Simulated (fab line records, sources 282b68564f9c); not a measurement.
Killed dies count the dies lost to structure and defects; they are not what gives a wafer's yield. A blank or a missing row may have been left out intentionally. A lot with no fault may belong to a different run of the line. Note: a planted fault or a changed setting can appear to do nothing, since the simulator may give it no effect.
Split-lot trial | flow ritCmos | 5 lots, 23 wafers read, on a route of 202 steps

== ABOUT THE SPLIT ==
At RIT_NSD_COAT_01 (resist thk 1000 nm), the setting resistThkNm was moved away from the recipe's 1000 nm on 8 of the 23 wafers read, by -4.6% to -1.5%. For the rest of the wafers, this setting stayed at what the recipe calls for.

== FROM THE SPLIT TO THE READING: what the file shows between them, 3 steps ==
- RIT_NSD_SOFTBAKE_02: time 60 s
- RIT_NSD_EXPOSE_03: exposes mask M9, target cd 40700 nm
- RIT_NSD_DEVELOP_05: develop time 50 s

== THE READING ==
NOVOLAK_of_NSD_COAT_01.thkNm (the simulator's own value, which no gauge read), in nm, at RIT_NSD_HARDBAKE_07 (time 60 s). The file gives no usual value for it. Across the 15 wafers here that went through the recipe, the average is 885.6 nm and the standard deviation 3.3 nm.

wafer  | tool, chamber at the split | resistThkNm as run, nm | against the recipe | NOVOLAK_of_NSD_COAT_01.thkNm, nm | against lot-mates on the recipe
L074.1 | lithoTrack-04, 0           | 1000                   | recipe             | 881.4                            | -
L074.2 | lithoTrack-04, 0           | 1000                   | recipe             | 881.9                            | -
L074.4 | lithoTrack-04, 0           | 1000                   | recipe             | 881.5                            | -
L074.5 | lithoTrack-04, 0           | 1000                   | recipe             | 884.3                            | -
L074.6 | lithoTrack-04, 0           | 1000                   | recipe             | 885.3                            | -
L075.1 | lithoTrack-04, 0           | 1000                   | recipe             | 883.5                            | -
L075.2 | lithoTrack-04, 0           | 983.8                  | -1.6%              | 865.7                            | -16.8
L075.3 | lithoTrack-04, 0           | 983.8                  | -1.6%              | 868.7                            | -13.8
L075.4 | lithoTrack-04, 0           | 1000                   | recipe             | 881.5                            | -
L075.6 | lithoTrack-04, 0           | 983.8                  | -1.6%              | 869                              | -13.5
L078.1 | lithoTrack-02, 0           | 1000                   | recipe             | 887.4                            | -
L078.3 | lithoTrack-02, 0           | 953.9                  | -4.6%              | 845.4                            | -40.2
L078.5 | lithoTrack-02, 0           | 953.9                  | -4.6%              | 845.4                            | -40.2
L078.4 | lithoTrack-02, 0           | 1000                   | recipe             | 883.8                            | -
L078.6 | lithoTrack-02, 0           | 953.9                  | -4.6%              | 845.5                            | -40.1
L080.1 | lithoTrack-01, 0           | 984.5                  | -1.5%              | 873.9                            | -14.4
L080.2 | lithoTrack-01, 0           | 1000                   | recipe             | 889.3                            | -
L080.3 | lithoTrack-01, 0           | 1000                   | recipe             | 889.9                            | -
L080.5 | lithoTrack-01, 0           | 1000                   | recipe             | 885.6                            | -
L080.6 | lithoTrack-01, 0           | 984.5                  | -1.5%              | 872.7                            | -15.6
L085.2 | lithoTrack-02, 0           | 1000                   | recipe             | 890.9                            | -
L085.3 | lithoTrack-02, 0           | 1000                   | recipe             | 890.6                            | -
L085.6 | lithoTrack-02, 0           | 1000                   | recipe             | 887.5                            | -

FIT RESULTS
A straight line over all 23 wafers: NOVOLAK_of_NSD_COAT_01.thkNm changes by +8.83 nm for each +1% of resistThkNm; r = +0.98; the points scatter about the line by 3.2 nm.
The same after taking each lot's own level away (the mean of its wafers on the recipe; 23 wafers): +8.77 nm for each +1%; r = +0.99; scatter 1.6 nm.
According to that fit, moving resistThkNm by its largest amount changes the reading by 40 nm.
From 882.50 to 889.67 nm: that is the span of the lots' own levels, equal to 2.2 times the standard deviation above.
The two slopes agree, so the slope changes little with the lot-to-lot level.
Check: with one of the wafers moved furthest among these (-4.6%) left out of the fit, the line predicts -40.7 nm for it against its lot-mates. It came out at -40.2 nm against them.

== THESE WAFERS: OTHER SPLITS ==
Before the reading, these wafers also passed through other splits. Each is held against what the fit with the lots' levels taken away leaves over:
other split on the same wafers     | wafers away from the commonest value | r with NOVOLAK_of_NSD_COAT_01.thkNm (lot level and that fit taken away)
RIT_ACTIVE_OXIDATION_01 tempC      | 15                                   | +0.07
RIT_ACTIVE_DEVELOP_10 developTimeS | 8                                    | +0.36
RIT_NWELL_IMPLANT_08 energyKev     | 5                                    | +0.20
RIT_PWELL_IMPLANT_08 energyKev     | 8                                    | -0.13
RIT_GATE_OXIDATION_05 tempC        | 10                                   | +0.05
RIT_NLDD_COAT_01 spinRpm           | 10                                   | +0.13
RIT_PLDD_COAT_01 resistThkNm       | 7                                    | -0.21

== THE WHOLE CHAIN: every reading that the file lists as answering this split, in the file's order ==
step                | what it does       | reading                                                                       | change (the file's fit)              | r (the file's)
RIT_NSD_COAT_01     | resist thk 1000 nm | NOVOLAK_of_NSD_COAT_01.thkNm (the simulator's own value, which no gauge read) | +10.1 nm for each +1% of the setting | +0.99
RIT_NSD_HARDBAKE_07 | time 60 s          | NOVOLAK_of_NSD_COAT_01.thkNm (the simulator's own value, which no gauge read) | +8.83 nm for each +1% of the setting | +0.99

== FILE'S OWN FIT ==
NOVOLAK_of_NSD_COAT_01.thkNm changes by +8.83 nm for each +1% of resistThkNm, r = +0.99.
